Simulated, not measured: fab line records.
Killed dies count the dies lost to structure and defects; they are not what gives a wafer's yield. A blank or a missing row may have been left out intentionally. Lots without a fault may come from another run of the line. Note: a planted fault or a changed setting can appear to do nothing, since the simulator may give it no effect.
Split-lot study + flow rit_cmos + 23 wafers read across 5 lots, on a route 202 steps long

== THE SPLIT ==
At RIT_NWELL_IMPLANT_08, the setting energy_kev was moved away from the recipe's 170 on 7 of the 23 wafers read, by -4.0% to +4.1%. The other wafers ran this setting at the recipe's value.

The reading comes from the split's own step.

== THE READING ==
implant.drp_nm (the simulator's own value, which no gauge read), in nm, at RIT_NWELL_IMPLANT_08. The file gives no usual value for it.

| wafer  | tool, chamber at the split | energy_kev as run | against the recipe | implant.drp_nm, nm | against lot-mates on the recipe |
|--------|----------------------------|-------------------|--------------------|--------------------|---------------------------------|
| L074.2 | implanter-01, 0            | 163.2             | -4.0%              | 66.79              | -2.03                           |
| L074.5 | implanter-01, 0            | 163.2             | -4.0%              | 66.79              | -2.03                           |
| L074.3 | implanter-01, 0            | 170               | recipe             | 68.82              | -                               |
| L074.4 | implanter-01, 0            | 170               | recipe             | 68.82              | -                               |
| L074.6 | implanter-01, 0            | 170               | recipe             | 68.82              | -                               |
| L076.2 | implanter-03, 0            | 170               | recipe             | 68.82              | -                               |
| L076.5 | implanter-03, 0            | 170               | recipe             | 68.82              | -                               |
| L076.6 | implanter-03, 0            | 170               | recipe             | 68.82              | -                               |
| L080.1 | implanter-01, 0            | 170               | recipe             | 68.82              | -                               |
| L080.3 | implanter-01, 0            | 170               | recipe             | 68.82              | -                               |
| L080.4 | implanter-01, 0            | 170               | recipe             | 68.82              | -                               |
| L080.5 | implanter-01, 0            | 170               | recipe             | 68.82              | -                               |
| L080.6 | implanter-01, 0            | 170               | recipe             | 68.82              | -                               |
| L081.1 | implanter-01, 0            | 163.4             | -3.9%              | 66.85              | -1.97                           |
| L081.4 | implanter-01, 0            | 163.4             | -3.9%              | 66.85              | -1.97                           |
| L081.2 | implanter-01, 0            | 170               | recipe             | 68.82              | -                               |
| L081.5 | implanter-01, 0            | 170               | recipe             | 68.82              | -                               |
| L081.6 | implanter-01, 0            | 170               | recipe             | 68.82              | -                               |
| L084.2 | implanter-04, 0            | 170               | recipe             | 68.82              | -                               |
| L084.6 | implanter-04, 0            | 170               | recipe             | 68.82              | -                               |
| L084.3 | implanter-04, 0            | 177               | +4.1%              | 70.94              | +2.12                           |
| L084.4 | implanter-04, 0            | 177               | +4.1%              | 70.94              | +2.12                           |
| L084.5 | implanter-04, 0            | 177               | +4.1%              | 70.94              | +2.12                           |

THE FIT
A straight line over all 23 wafers: implant.drp_nm changes by +0.511 nm for each +1% of energy_kev; r = +1.00; the points scatter about the line by 0.0071 nm.
The same after taking each lot's own level away (the mean of its wafers on the recipe; 23 wafers): +0.511 nm for each +1%; r = +1.00; scatter 0.0071 nm.
That fit puts the effect of the largest move of energy_kev on the reading at 2.1 nm.
The lots' own levels span 68.820 to 68.820 nm.
So the lot-to-lot level changes the slope little: the two slopes agree.
Check: +2.11 nm against its lot-mates is what the line predicts for one of the wafers moved furthest among these (+4.1%) when that wafer is left out of the fit. Against them it came out at +2.12 nm.

== OTHER SPLITS APPLIED TO THESE WAFERS ==
These wafers also went through other splits before the reading. Each is held against what the fit with the lots' levels taken away leaves over:
| other split on the same wafers   | wafers away from the commonest value | r with implant.drp_nm (lot level and that fit taken away) |
|----------------------------------|--------------------------------------|-----------------------------------------------------------|
| RIT_ACTIVE_COAT_06 resist_thk_nm | 6                                    | -0.08                                                     |
| RIT_FOX1_OXIDATION_00 ox_time_s  | 15                                   | -0.23                                                     |
| RIT_NWELL_COAT_01 resist_thk_nm  | 7                                    | -0.08                                                     |

== THE WHOLE CHAIN: every reading that the file lists as answering this split, in the file's order ==
| step                 | what it does | reading                                                         | change (the file's fit)               | r (the file's) |
|----------------------|--------------|-----------------------------------------------------------------|---------------------------------------|----------------|
| RIT_NWELL_IMPLANT_08 |              | implant.rp_nm (the simulator's own value, which no gauge read)  | +2.19 nm for each +1% of the setting  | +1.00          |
| RIT_NWELL_IMPLANT_08 |              | implant.drp_nm (the simulator's own value, which no gauge read) | +0.511 nm for each +1% of the setting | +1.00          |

== THE FILE'S OWN FIT ==
implant.drp_nm changes by +0.511 nm for each +1% of energy_kev, r = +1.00.
